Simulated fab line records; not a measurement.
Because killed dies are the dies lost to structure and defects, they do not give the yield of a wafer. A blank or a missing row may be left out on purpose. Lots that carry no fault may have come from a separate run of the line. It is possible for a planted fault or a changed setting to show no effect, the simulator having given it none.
Shared-tool check | flow rit-cmos | Sampled: 14 lots, 48 wafers

## REASON IT WAS OPENED
2 of 14 lots carry a flag on the reading PSD_RS at RIT_SDANNEAL_RS_MEAS_04. Wafers without a fault read 115.9 ohm/sq, standard deviation 0.33.
Rule: a lot is flagged in two cases, either no wafer of it has a number, or all its wafers with numbers fall more than 4 standard deviations from that mean. The rest of the lots are taken to be sound.

lot  | measured    | on            | PSD_RS (ohm/sq), wafer by wafer     | flag
L693 | day 3 06:25 | film-metro-04 | 115.5 115.8 115.6                   |
L694 | day 3 08:53 | film-metro-03 | 115.8 115.6 115.8                   |
L695 | day 3 14:49 | film-metro-03 | 115.3 115.3 115.5                   |
L696 | day 3 18:08 | film-metro-01 | 116.1 116.2 116.3                   |
L697 | day 4 00:05 | film-metro-01 | 116.2 115.8 115.6                   |
L698 | day 4 06:43 | film-metro-03 | 115.5 115.8 115.6                   |
L701 | day 4 21:32 | film-metro-03 | 115.6 115.8 116.2                   |
L702 | day 5 03:27 | film-metro-03 | 116.2 116.3 116.3                   |
L703 | day 5 11:32 | film-metro-04 | 116.0 116.4 116.3                   |
L705 | day 5 18:53 | film-metro-04 | 116.1 116.3 116.1                   |
L706 | day 6 00:11 | film-metro-03 | 115.8 116.1 116.1                   |
L707 | day 6 07:05 | film-metro-03 | 115.3 115.6 115.6                   |
L712 | day 7 02:49 | film-metro-04 | 112.6 112.3 112.5 112.7 112.4 111.9 | FLAGGED
L714 | day 7 16:35 | film-metro-03 | 112.8 112.5 112.9 112.7 112.7 112.9 | FLAGGED
The mean of the flagged lots' numbers is 112.6 ohm/sq, -3.3 ohm/sq from the usual (-10 standard deviations).

## EACH LOT AND THE TOOL IT RAN ON
The record holds 1 process step before the reading, out of a route of 202 steps. Each cell gives the tool, then ch followed by the chambers the sampled wafers passed through, then the start.
lot  | flag    | RIT_SDANNEAL_RTA_03
L693 |         | rtp-anneal-01 ch 0, day 3 06:19
L694 |         | rtp-anneal-02 ch 0, day 3 08:49
L695 |         | rtp-anneal-01 ch 0, day 3 14:42
L696 |         | rtp-anneal-02 ch 0, day 3 18:04
L697 |         | rtp-anneal-01 ch 0, day 4 00:02
L698 |         | rtp-anneal-02 ch 0, day 4 06:40
L701 |         | rtp-anneal-01 ch 0, day 4 21:28
L702 |         | rtp-anneal-02 ch 0, day 5 03:23
L703 |         | rtp-anneal-01 ch 0, day 5 11:28
L705 |         | rtp-anneal-01 ch 0, day 5 18:49
L706 |         | rtp-anneal-02 ch 0, day 6 00:07
L707 |         | rtp-anneal-02 ch 0, day 6 07:02
L712 | FLAGGED | rtp-anneal-02 ch 0, day 7 02:44
L714 | FLAGGED | rtp-anneal-02 ch 0, day 7 16:31
What the steps here do:
- RIT_SDANNEAL_RTA_03: time 5 s.
- RIT_SDANNEAL_RS_MEAS_04: measures by four-point-probe.

## FLAGGED OVER TOTAL, TOOL BY TOOL (the gauges that took the reading come last)
step                    | tool          | lots run | flagged | share of the flagged lots | sound lots run after its first flagged lot
RIT_SDANNEAL_RTA_03     | rtp-anneal-01 | 6        | 0       | none                      | -
RIT_SDANNEAL_RTA_03     | rtp-anneal-02 | 8        | 2       | all                       | 0
RIT_SDANNEAL_RS_MEAS_04 | film-metro-01 | 2        | 0       | none                      | -
RIT_SDANNEAL_RS_MEAS_04 | film-metro-03 | 8        | 1       | some                      | 0
RIT_SDANNEAL_RS_MEAS_04 | film-metro-04 | 4        | 1       | some                      | 0

## WHAT IS ALLOWED BY THE TABLE
In the table, 1 row covers all flagged lots: rtp-anneal-02 at RIT_SDANNEAL_RTA_03.
- rtp-anneal-02 at RIT_SDANNEAL_RTA_03: 2 of its 8 lots flagged. Its last sound lot is L707 (day 6 07:02), its first flagged lot L712 (day 7 02:44): a fault that began between those two fits.
What remains is a single tool, rtp-anneal-02 at RIT_SDANNEAL_RTA_03.

## WHAT THE SIMULATOR PUT IN
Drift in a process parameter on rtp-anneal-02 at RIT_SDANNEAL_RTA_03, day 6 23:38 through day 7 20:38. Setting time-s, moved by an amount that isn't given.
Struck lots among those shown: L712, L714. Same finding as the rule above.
